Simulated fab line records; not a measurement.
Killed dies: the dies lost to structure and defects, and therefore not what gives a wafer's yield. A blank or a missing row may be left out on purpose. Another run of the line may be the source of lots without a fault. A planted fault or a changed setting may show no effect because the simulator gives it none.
Matching of chambers    flow berkeley_cmos170    4 sister chambers for UCB170_PWELL_ETCH_14 on rie_diel-01
The step etches Si3N4 in CH3F/Ar/O2, stops on SiO2, target depth 242 nm, time 151 s. 4 wafers are shown with their chamber, then 6 later ones without.

== EACH WAFER AND ITS CHAMBER ==
wafer   chamber  drypump_motor_current_A (A)
L242.1  0        4.7
L242.6  1        5.6
L243.2  2        5.9
L243.4  3        5.5

== WAFERS MISSING THEIR CHAMBER ==
wafer   drypump_motor_current_A (A)
L243.6  5.5
L246.3  5.5
L246.5  4.7
L246.6  5.9
L252.1  5.7
L252.2  5.5

== CHAMBER TAKEN BY EACH ==
wafer   from the rows above  in truth
L243.6  3                    3
L246.3  3                    3
L246.5  0                    0
L246.6  2                    2
L252.1  1                    1
L252.2  3                    3
Placed correctly: 6 of 6. Number that these rows cannot place: 0. 0 placed wrongly.
How it was worked out, from the rows above alone: a wafer's distance from a chamber is the root of the sum, over the readings, of the square of ((its reading less the chamber's mean) divided by the reading's scatter). If the next closest chamber is less than 2 further off than the closest, the wafer can't be placed; otherwise it belongs to the closest. For every chamber, the mean is computed from those of its wafers that are shown. The scatter (one wafer shown for each chamber): square how far every hidden wafer sits from the nearest shown wafer, average those squares and take the square root.
